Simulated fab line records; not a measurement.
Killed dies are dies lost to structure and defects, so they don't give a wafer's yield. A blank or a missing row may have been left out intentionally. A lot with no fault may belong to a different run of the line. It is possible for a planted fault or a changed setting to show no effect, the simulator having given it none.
fab line records    flow berkeleyCmos170
[record] lots = 6  wafers = 18  lastDay = 11
route steps=331 shown V2@295
lots that met no fault: taken from a fault-free run of the same line
startH: hours from the record's opening day to when the first of the lot's shown wafers began    waitH: hours from the lot's prior step to this one    " repeats the value in the row above    L1.1+2: one row covering several wafers at once    - either no value or no given start    * or withheld: withheld    < > ~ a bound
route shown NAME@n: a module of which the file shows steps, and the number in the route of the first    usual: mean and standard deviation over wafers with no fault    same: alike in all rows    chamber/n: place in a boat    sites: per-site readings    _std_site: the standard deviation of these    _edge_site: outer sites' mean less inner sites'    radiusMm: how far each site lies from the wafer's centre    mask NAME#n: copy n    behind: the tool/chamber that last shaped the wafer    hold: reason for holding the lot/hours on hold/outcome of the hold    device: the transistor (n, p or np) that didn't switch    end of line: the route-end tests of the same wafers    where a step has no rows: the recipe by itself    killed: count of dies lost to structure and defects at first sort (not the wafer's yield)    map: per-die view of a wafer (x killed, . not killed, _ where there is no die)
set.NAME: the setting as run; set.NAME@STEP: as run at that earlier step    model.NAME: the simulator's own value behind a step, which no gauge read
lots seen at some steps along the route; tables by step, rows by wafer
services: the hour from which a tool's chamber was out of use, counted from the record's first day as startH (under 0 if before that day), plus the number of hours and why
[[steps]]
[step UCB170_V2_BOW_MEAS_03]
[recipe] mode = bow
[usual] V2_BOW = 38/7
lot.wafer  tool          chamber  startH  waitH  V2_BOW[um]
L557.1     filmMetro-04  -        187.67  0.2    36
L557.3     "             -        "       "      51
L557.4     "             -        "       "      40
L562.3     filmMetro-03  -        214.74  0.2    45
L562.4     "             -        "       "      37
L562.5     "             -        "       "      33
L565.3     filmMetro-04  -        224.95  0.3    33
L565.4     "             -        "       "      34
L565.5     "             -        "       "      35
L564.4     filmMetro-04  -        226.25  0.3    44
L564.5     "             -        "       "      45
L564.6     "             -        "       "      45
L568.3     filmMetro-03  -        248.40  0.2    44
L568.4     "             -        "       "      38
L568.5     "             -        "       "      49
L574.3     filmMetro-04  -        263.37  0.3    48
L574.4     "             -        "       "      41
L574.6     "             -        "       "      46
[step UCB170_V2_THK_MEAS_04]
[recipe] reads = SiO2_of_V2_CVD_00
[usual] V2_POLISHED_THK = 999.8/1.1
lot.wafer  tool          chamber  startH  waitH  V2_POLISHED_THK[nm]
L557.1     filmMetro-04  -        187.79  0.1    1000.8
L557.3     "             -        "       "      1000.7
L557.4     "             -        "       "      1001.3
L562.3     filmMetro-03  -        214.84  0.1    999.3
L562.4     "             -        "       "      997.8
L562.5     "             -        "       "      998.4
L565.3     filmMetro-04  -        225.05  0.1    1001.0
L565.4     "             -        "       "      1000.6
L565.5     "             -        "       "      1001.3
L564.4     filmMetro-04  -        226.34  0.1    999.1
L564.5     "             -        "       "      998.4
L564.6     "             -        "       "      999.1
L568.3     filmMetro-03  -        248.50  0.1    1000.4
L568.4     "             -        "       "      998.8
L568.5     "             -        "       "      1000.0
L574.3     filmMetro-04  -        263.47  0.1    999.3
L574.4     "             -        "       "      999.7
L574.6     "             -        "       "      998.7
[step UCB170_V2_CLEAN_05]
[recipe] chemistry = DIW
[step UCB170_V2_HMDS_06]
[recipe] primeTimeS = 60  primeTempC = 100
[step UCB170_V2_COAT_07]
[recipe] resist = KrF  spinRpm = 1500  resistThkNm = 900
[step UCB170_V2_SOFTBAKE_08]
[recipe] resist = KrF  tempC = 130  timeS = 60
[step UCB170_V2_EXPOSE_09]
[recipe] maskId = VIA2  targetCdNm = 700  na = 0.5  sigmaOuter = 0.6  sourceShape = conventional  doseMj = 37
[step UCB170_V2_PEB_10]
[recipe] pebTempC = 130  pebTimeS = withheld  resist = KrF
[step UCB170_V2_DEVELOP_11]
[recipe] developer = TMAH  developTimeS = 45  resist = KrF  devTempC = 21
[step UCB170_V2_CD_MEAS_12]
[recipe] targetCdNm = 700
[usual] cdNm = 699.7/1.4
lot.wafer  tool      chamber  startH  waitH  cdNm
L557.1     cdSem-01  -        188.99  -      700.4
L557.3     "         -        "       "      700.9
L557.4     "         -        "       "      700.5
L562.3     cdSem-01  -        217.45  -      700.1
L562.4     "         -        "       "      698.8
L562.5     "         -        "       "      699.4
L565.3     cdSem-01  -        227.02  -      701.0
L565.4     "         -        "       "      702.5
L565.5     "         -        "       "      701.5
L564.4     cdSem-01  -        227.73  -      701.8
L564.5     "         -        "       "      699.6
L564.6     "         -        "       "      700.7
L568.3     cdSem-01  -        249.73  -      699.2
L568.4     "         -        "       "      698.7
L568.5     "         -        "       "      699.3
L574.3     cdSem-02  -        264.90  -      698.0
L574.4     "         -        "       "      697.9
L574.6     "         -        "       "      698.7
[step UCB170_V2_OVL_MEAS_13]
[usual] V2_OVL = -2/5
lot.wafer  tool        chamber  startH  waitH  V2_OVL[nm]
L557.1     overlay-02  -        189.11  0.1    6
L557.3     "           -        "       "      15
L557.4     "           -        "       "      11
L562.3     overlay-02  -        217.54  0.1    -3
L562.4     "           -        "       "      -3
L562.5     "           -        "       "      -8
L565.3     overlay-02  -        227.11  0.1    0
L565.4     "           -        "       "      -7
L565.5     "           -        "       "      -7
L564.4     overlay-01  -        227.81  0.1    -7
L564.5     "           -        "       "      -2
L564.6     "           -        "       "      -10
L568.3     overlay-01  -        249.82  0.1    -5
L568.4     "           -        "       "      3
L568.5     "           -        "       "      -8
L574.3     overlay-02  -        265.00  0.1    -4
L574.4     "           -        "       "      -4
L574.6     "           -        "       "      -6
[step UCB170_V2_ETCH_14]
[recipe] chemistry = CHF3/CF4/Ar  target = SiO2  stopOn = Al  CHF3_flow_sccm = 45  cf4FlowSccm = 15  Ar_flow_sccm = 150  pressureMtorr = 200  rfW = 700  targetDepthA = 12500  overEtchFrac = 0.25  timeS = 291
[usual] CHF3_flow_sccm = 45.02/0.13  drypumpMotorCurrentA = 5.8/0.46  oesProductAu = 0.869/0.015  throttleValvePct = 6.95/0.095
lot.wafer  tool        chamber  startH  waitH  CHF3_flow_sccm  drypumpMotorCurrentA  oesProductAu  rfHoursCounterH  throttleValvePct
L557.1     rieDiel-04  0        189.15  0.0    44.81           6.3                   0.864         96               6.77
L557.3     "           3        "       "      44.80           5.5                   0.895         50               6.96
L557.4     "           3        "       "      44.91           5.5                   0.904         -                6.96
L562.3     rieDiel-02  1        217.56  0.0    44.99           5.6                   0.863         75               6.97
L562.4     "           2        "       "      45.18           6.3                   0.872         128              7.06
L562.5     "           1        "       "      45.16           5.5                   0.865         -                6.98
L565.3     rieDiel-04  1        227.13  0.0    45.04           6.4                   0.880         22               6.77
L565.4     "           1        "       "      45.09           6.4                   0.867         -                6.77
L565.5     "           3        "       "      44.97           5.5                   0.899         -                6.95
L564.4     rieDiel-02  0        227.83  0.0    45.22           5.3                   0.882         129              6.95
L564.5     "           1        "       "      44.79           5.6                   0.882         -                6.96
L564.6     "           0        "       "      45.19           5.3                   0.887         -                6.95
L568.3     rieDiel-03  2        249.84  0.0    45.25           5.6                   0.880         93               6.95
L568.4     "           0        "       "      45.08           5.3                   0.843         112              6.93
L568.5     "           3        "       "      45.04           6.5                   0.874         -                7.09
L574.3     rieDiel-02  0        265.02  0.0    44.91           5.3                   0.881         131              6.95
L574.4     "           3        "       "      45.32           6.0                   0.857         47               6.99
L574.6     "           2        "       "      45.19           6.3                   0.875         -                7.07
[step UCB170_V2_STRIP_15]
[recipe] chemistry = O2  powerW = 400  pressureMtorr = 3500  platenTempC = withheld  o2FlowSccm = 400  overashFraction = 0.5
[usual] chamberPressureMTorr = 3500/3.2  drypumpMotorCurrentA = 5.7/0.35  oesProductAu = 0.721/0.0046  stripTimeToEndpointS = 15.30/0.089
lot.wafer  tool            chamber  startH  waitH  chamberPressureMTorr  drypumpMotorCurrentA  oesProductAu  rfHoursCounterH  stripTimeToEndpointS  model.KrF_of_V2_COAT_07.thkNm
L557.1     plasmaAsher-03  1        189.32  0.1    3504                  5.3                   0.722         51               15.41                 0
L557.3     "               0        "       "      3508                  6.4                   0.722         -                15.21                 0
L557.4     "               1        "       "      3492                  5.3                   0.715         -                15.19                 0
L562.3     plasmaAsher-04  1        217.77  0.1    3499                  5.7                   0.722         -                15.24                 0
L562.4     "               0        "       "      3500                  5.7                   0.723         -                15.35                 0
L562.5     "               1        "       "      3503                  5.7                   0.713         -                15.37                 0
L565.3     plasmaAsher-03  0        227.35  0.1    -                     -                     -             -                -                     612.9
L565.4     "               1        "       "      -                     -                     -             -                -                     611.3
L565.5     "               1        "       "      -                     -                     -             -                -                     609.6
L564.4     plasmaAsher-02  0        228.04  0.1    -                     -                     -             -                -                     612.5
L564.5     "               1        "       "      -                     -                     -             -                -                     608.8
L564.6     "               0        "       "      -                     -                     -             -                -                     614.9
L568.3     plasmaAsher-03  0        250.05  0.1    3499                  6.5                   0.730         -                15.25                 0
L568.4     "               1        "       "      3499                  5.2                   0.718         -                15.22                 0
L568.5     "               0        "       "      3501                  6.5                   0.718         -                15.28                 0
L574.3     plasmaAsher-02  1        265.23  0.1    3495                  5.3                   0.723         -                15.41                 0
L574.4     "               0        "       "      3501                  5.6                   0.720         -                15.24                 0
L574.6     "               0        "       "      3497                  5.6                   0.724         -                15.23                 0
[step UCB170_V2_CD_MEAS_90]
[recipe] targetCdNm = 700
[usual] cdNm = 699.8/1.4
lot.wafer  tool      chamber  startH  waitH  cdNm
L557.1     cdSem-02  -        189.42  0.1    700.3
L557.3     "         -        "       "      701.7
L557.4     "         -        "       "      701.3
L562.3     cdSem-01  -        217.88  0.1    700.0
L562.4     "         -        "       "      699.4
L562.5     "         -        "       "      699.5
L565.3     cdSem-01  -        227.45  0.1    701.0
L565.4     "         -        "       "      703.0
L565.5     "         -        "       "      701.4
L564.4     cdSem-01  -        228.17  0.1    701.7
L564.5     "         -        "       "      699.7
L564.6     "         -        "       "      700.2
L568.3     cdSem-02  -        250.16  0.1    699.4
L568.4     "         -        "       "      699.1
L568.5     "         -        "       "      699.7
L574.3     cdSem-02  -        265.34  0.1    697.5
L574.4     "         -        "       "      697.9
L574.6     "         -        "       "      699.4
[[services]]
tool            chamber  startH  hours  kind
rieDiel-04      -        177.34  4.3    pm
plasmaAsher-04  -        179.09  1.3    repair
rieDiel-04      2        186.76  3.0    repair
plasmaAsher-04  -        187.54  2.3    repair
rieDiel-04      -        189.36  2.5    repair
rieDiel-04      3        198.45  3.0    repair
rieDiel-04      2        215.57  -      clean
rieDiel-04      2        215.57  33.4   scheduledDown
rieDiel-04      2        215.57  33.4   ventCycle
rieDiel-03      1        251.05  1.2    repair
[[key]]
[firstSign] step = UCB170_V2_STRIP_15  reading = toolRecord  direction = missing
effect none on later readings
[modelEffect] step = UCB170_V2_STRIP_15  value = KrF_of_V2_COAT_07.thkNm  without = 0  struck = 611.7
metAt UCB170_V2_STRIP_15
struckWafers L564.4,L564.5,L564.6,L565.3,L565.4,L565.5
laterRowsLeftOut L564.4,L564.5,L564.6,L565.3,L565.4,L565.5
sortLeftOut L564.4,L564.5,L564.6,L565.3,L565.4,L565.5
onsetBetween 189.32 227.35
[fault] kind = skippedStepWhole  tool = plasmaAsher-02,plasmaAsher-03  chamber = -  onsetH = 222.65  steps = UCB170_V2_STRIP_15  scope = struckLotsOnly
// sortLeftOut: the simulated sort isn't trusted on such a fault, so these wafers' sort isn't shown, and their yield isn't known
// laterRowsLeftOut: the simulator's readings of these wafers behind a module that went badly wrong aren't trusted and aren't shown, but for the sort
